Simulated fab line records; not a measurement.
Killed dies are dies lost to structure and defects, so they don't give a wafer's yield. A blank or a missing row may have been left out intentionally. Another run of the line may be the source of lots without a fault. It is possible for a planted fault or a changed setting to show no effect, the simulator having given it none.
Split-lot trial / flow rit_cmos / on a route of 202 steps: 5 lots, 23 wafers read

ON THE SPLIT
At RIT_ACTIVE_EXPOSE_08 (exposes mask M1, target cd 1400 nm), the setting dose_mj was moved away from the recipe's 225 on 5 of the 23 wafers read, by -4.2% to +4.7%. All remaining wafers had this setting at the recipe value.

FROM THE SPLIT TO THE READING: what the file shows between them, 5 steps
- RIT_ACTIVE_PEB_09
- RIT_ACTIVE_DEVELOP_10: develop time 50 s
- RIT_ACTIVE_CD_MEAS_11: target cd 1400 nm
- RIT_ACTIVE_ETCH_13: etches Si3N4 in SF6, stops on SiO2, time 210 s, target depth 210 nm (also split here: time_s)
- RIT_ACTIVE_STRIP_14: strips in O2, time 180 s

THE READING
cd_nm (nm) at RIT_ACTIVE_CD_MEAS_90, where the cd target is 1400 nm. On this fab line, fault-free wafers typically give 1399.9 nm with a standard deviation of 2.1 nm.

wafer=L075.2; tool, chamber at the split=iline_stepper-02, 0; dose_mj as run=225; against the recipe=recipe; cd_nm, nm=1401.1; against lot-mates on the recipe=-
wafer=L075.3; tool, chamber at the split=iline_stepper-02, 0; dose_mj as run=225; against the recipe=recipe; cd_nm, nm=1399.2; against lot-mates on the recipe=-
wafer=L075.4; tool, chamber at the split=iline_stepper-02, 0; dose_mj as run=225; against the recipe=recipe; cd_nm, nm=1400.8; against lot-mates on the recipe=-
wafer=L075.5; tool, chamber at the split=iline_stepper-02, 0; dose_mj as run=225; against the recipe=recipe; cd_nm, nm=1403.3; against lot-mates on the recipe=-
wafer=L075.6; tool, chamber at the split=iline_stepper-02, 0; dose_mj as run=225; against the recipe=recipe; cd_nm, nm=1400.1; against lot-mates on the recipe=-
wafer=L077.1; tool, chamber at the split=iline_stepper-01, 0; dose_mj as run=235.6; against the recipe=+4.7%; cd_nm, nm=1386.7; against lot-mates on the recipe=-13.8
wafer=L077.3; tool, chamber at the split=iline_stepper-01, 0; dose_mj as run=225; against the recipe=recipe; cd_nm, nm=1399.2; against lot-mates on the recipe=-
wafer=L077.4; tool, chamber at the split=iline_stepper-01, 0; dose_mj as run=235.6; against the recipe=+4.7%; cd_nm, nm=1386.5; against lot-mates on the recipe=-14.0
wafer=L077.5; tool, chamber at the split=iline_stepper-01, 0; dose_mj as run=225; against the recipe=recipe; cd_nm, nm=1401.8; against lot-mates on the recipe=-
wafer=L077.6; tool, chamber at the split=iline_stepper-01, 0; dose_mj as run=235.6; against the recipe=+4.7%; cd_nm, nm=1388.7; against lot-mates on the recipe=-11.8
wafer=L078.1; tool, chamber at the split=iline_stepper-01, 0; dose_mj as run=225; against the recipe=recipe; cd_nm, nm=1399.7; against lot-mates on the recipe=-
wafer=L078.2; tool, chamber at the split=iline_stepper-01, 0; dose_mj as run=225; against the recipe=recipe; cd_nm, nm=1402.0; against lot-mates on the recipe=-
wafer=L078.3; tool, chamber at the split=iline_stepper-01, 0; dose_mj as run=225; against the recipe=recipe; cd_nm, nm=1400.3; against lot-mates on the recipe=-
wafer=L078.4; tool, chamber at the split=iline_stepper-01, 0; dose_mj as run=225; against the recipe=recipe; cd_nm, nm=1399.6; against lot-mates on the recipe=-
wafer=L078.6; tool, chamber at the split=iline_stepper-01, 0; dose_mj as run=225; against the recipe=recipe; cd_nm, nm=1402.1; against lot-mates on the recipe=-
wafer=L081.1; tool, chamber at the split=iline_stepper-01, 0; dose_mj as run=225; against the recipe=recipe; cd_nm, nm=1394.3; against lot-mates on the recipe=-
wafer=L081.5; tool, chamber at the split=iline_stepper-01, 0; dose_mj as run=225; against the recipe=recipe; cd_nm, nm=1394.7; against lot-mates on the recipe=-
wafer=L081.6; tool, chamber at the split=iline_stepper-01, 0; dose_mj as run=225; against the recipe=recipe; cd_nm, nm=1393.4; against lot-mates on the recipe=-
wafer=L085.1; tool, chamber at the split=iline_stepper-01, 0; dose_mj as run=215.5; against the recipe=-4.2%; cd_nm, nm=1412.6; against lot-mates on the recipe=+12.9
wafer=L085.2; tool, chamber at the split=iline_stepper-01, 0; dose_mj as run=225; against the recipe=recipe; cd_nm, nm=1399.8; against lot-mates on the recipe=-
wafer=L085.3; tool, chamber at the split=iline_stepper-01, 0; dose_mj as run=225; against the recipe=recipe; cd_nm, nm=1399.9; against lot-mates on the recipe=-
wafer=L085.5; tool, chamber at the split=iline_stepper-01, 0; dose_mj as run=225; against the recipe=recipe; cd_nm, nm=1399.3; against lot-mates on the recipe=-
wafer=L085.6; tool, chamber at the split=iline_stepper-01, 0; dose_mj as run=215.5; against the recipe=-4.2%; cd_nm, nm=1412.2; against lot-mates on the recipe=+12.5

THE FIT
A straight line over all 23 wafers: cd_nm changes by -2.76 nm for each +1% of dose_mj; r = -0.92; the points scatter about the line by 2.5 nm.
The same after taking each lot's own level away (the mean of its wafers on the recipe; 23 wafers): -2.88 nm for each +1%; r = -0.99; scatter 1.1 nm.
According to that fit, moving dose_mj by its largest amount changes the reading by 14 nm.
From 1394.13 to 1400.90 nm: that is the span of the lots' own levels, equal to 3.2 times the standard deviation above.
So the lot-to-lot level changes the slope little: the two slopes agree.
Check: -13.4 nm against its lot-mates is what the line predicts for one of the wafers moved furthest among these (+4.7%) when that wafer is left out of the fit. Against them it came out at -13.8 nm.

THESE WAFERS: OTHER SPLITS
Note: prior to the reading, these wafers also went through further splits. Each is held against what the fit with the lots' levels taken away leaves over:
other split on the same wafers=RIT_ACTIVE_CVD_03 temp_c; wafers away from the commonest value=10; r with cd_nm (lot level and that fit taken away)=-0.07
other split on the same wafers=RIT_ACTIVE_ETCH_13 time_s; wafers away from the commonest value=10; r with cd_nm (lot level and that fit taken away)=+0.02

THE WHOLE CHAIN: every reading that the file lists as answering this split, in the file's order
step=RIT_ACTIVE_CD_MEAS_11; what it does=target cd 1400 nm; reading=cd_nm; change (the file's fit)=-2.93 nm for each +1% of the setting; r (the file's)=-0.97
step=RIT_ACTIVE_CD_MEAS_90; what it does=target cd 1400 nm; reading=cd_nm; change (the file's fit)=-2.9 nm for each +1% of the setting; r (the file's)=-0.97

THE FILE'S OWN FIT
cd_nm changes by -2.9 nm for each +1% of dose_mj, r = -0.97.
